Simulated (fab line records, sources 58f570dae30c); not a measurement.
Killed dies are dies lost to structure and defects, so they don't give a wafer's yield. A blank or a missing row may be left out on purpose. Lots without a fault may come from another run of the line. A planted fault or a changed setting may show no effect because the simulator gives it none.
Which tool did it? | flow berkeley_cmos170 | 14 lots, 42 wafers sampled, at 3 steps of a route of 331

WHAT THE GAUGES READ, wafer by wafer
UCB170_START_BOW_MEAS_00. Usual: INCOMING_BOW 0 um, standard deviation 6.
lot  | measured    | on            | INCOMING_BOW (um) | flag
L879 | day 1 10:00 | film_metro-02 | -2 13 -6          |
L880 | day 1 15:01 | film_metro-02 | -2 -13 -2         |
L881 | day 1 20:00 | film_metro-02 | 2 5 6             |
L882 | day 2 01:02 | film_metro-01 | -3 -2 -5          |
L883 | day 2 06:00 | film_metro-03 | -1 6 -2           |
L884 | day 2 11:02 | film_metro-02 | 8 -5 11           |
L885 | day 2 16:00 | film_metro-02 | 4 0 9             |
L886 | day 2 21:01 | film_metro-01 | 6 3 -6            |
L887 | day 3 02:01 | film_metro-02 | 1 -1 -11          |
L889 | day 3 12:01 | film_metro-01 | -5 7 5            |
L890 | day 3 17:00 | film_metro-03 | 1 8 -14           |
L895 | day 4 18:00 | film_metro-01 | 0 8 7             |
L897 | day 5 04:01 | film_metro-02 | 13 -3 -6          |
L898 | day 5 09:00 | film_metro-03 | 0 0 7             |

UCB170_NWELL_THK_MEAS_02. Usual: NWELL_OXIDE_THK 26.6 nm, standard deviation 0.54.
lot  | measured    | on            | NWELL_OXIDE_THK (nm) | flag
L879 | day 2 03:00 | film_metro-04 | 25.8 25.8 25.8       |
L880 | day 2 03:01 | film_metro-01 | 25.2 25.4 25.4       |
L881 | day 2 15:49 | film_metro-04 | 26.6 26.6 26.3       |
L882 | day 2 23:53 | film_metro-04 | 26.6 26.6 27.1       |
L883 | day 2 23:52 | film_metro-02 | 27.1 26.6 27.0       |
L884 | day 3 07:52 | film_metro-01 | 26.7 26.8 26.8       |
L885 | day 3 12:11 | film_metro-04 | 27.0 27.0 26.7       |
L886 | day 3 12:12 | film_metro-01 | 26.9 26.9 26.3       |
L887 | day 3 18:52 | film_metro-02 | 26.0 25.9 25.9       |
L889 | day 4 06:52 | film_metro-01 | 26.8 27.3 26.6       |
L890 | day 4 12:02 | film_metro-01 | 27.2 26.8 27.0       |
L895 | day 5 07:10 | film_metro-04 | 27.9 27.5 27.3       |
L897 | day 5 22:58 | film_metro-04 | 27.1 26.8 26.6       |
L898 | day 6 07:58 | film_metro-02 | 26.2 26.0 26.3       |

WHICH TOOL RAN EACH LOT (tool, then ch and the chambers of the sampled wafers, then the start)
lot  | UCB170_START_OXIDATION_02
L879 | furnace-02 ch 0, day 1 15:34
L880 | furnace-02 ch 0, day 1 15:34
L881 | furnace-01 ch 0, day 1 23:07
L882 | furnace-02 ch 0, day 2 06:11
L883 | furnace-02 ch 0, day 2 06:11
L884 | furnace-02 ch 0, day 2 15:49
L885 | furnace-04 ch 0, day 3 00:05
L886 | furnace-04 ch 0, day 3 00:05
L887 | furnace-02 ch 0, day 3 04:59
L889 | furnace-02 ch 0, day 3 15:06
L890 | furnace-01 ch 0, day 3 21:19
L895 | furnace-04 ch 0, day 4 19:25
L897 | furnace-04 ch 0, day 5 08:01
L898 | furnace-01 ch 0, day 5 12:47
- UCB170_START_OXIDATION_02: target thk 20 nm, ox time 1800 s.

WHAT THE TOOLS THEMSELVES READ (means of the sampled wafers that have a number; where no wafer has one, the mark that the record gives instead)
UCB170_START_OXIDATION_02. Usual: tube_center_temp_C 950 C, standard deviation 0.079; zone_power_load_pct 29.5 %, standard deviation 2.3.
lot  | tool       | tube_center_temp_C (C) | zone_power_load_pct (%) | flag
L879 | furnace-02 | 950                    | 30.7                    |
L880 | furnace-02 | 950                    | 30.8                    |
L881 | furnace-01 | 950                    | 32.9                    |
L882 | furnace-02 | 950                    | 30.6                    |
L883 | furnace-02 | 950                    | 30.2                    |
L884 | furnace-02 | 950                    | 30.4                    |
L885 | furnace-04 | 950                    | 26.6                    |
L886 | furnace-04 | 950                    | 26.8                    |
L887 | furnace-02 | 950                    | 30.4                    |
L889 | furnace-02 | 950                    | 30.5                    |
L890 | furnace-01 | 950                    | 32.9                    |
L895 | furnace-04 | 950                    | 26.8                    |
L897 | furnace-04 | 950                    | 26.9                    |
L898 | furnace-01 | 950                    | 32.6                    |

THE ANSWER, worked out from the rows above alone
Rule: a lot is off if the mean of its wafers that have a number lies more than 3 standard deviations from the usual mean. A lot without any number at a reading at which 4 lots or more have one is off too. The other lots that the step has rows for count as sound. The gauges are gone through in route order, then the tools' own readings, and for those a lot's mean is taken as printed above. The first step at which some lot is off is used, and at that step the reading that is off furthest; a lot without a number counts as furthest.
No lot is off at any reading shown: from this, nothing can be told.

WHAT THE SIMULATOR HAD PUT IN
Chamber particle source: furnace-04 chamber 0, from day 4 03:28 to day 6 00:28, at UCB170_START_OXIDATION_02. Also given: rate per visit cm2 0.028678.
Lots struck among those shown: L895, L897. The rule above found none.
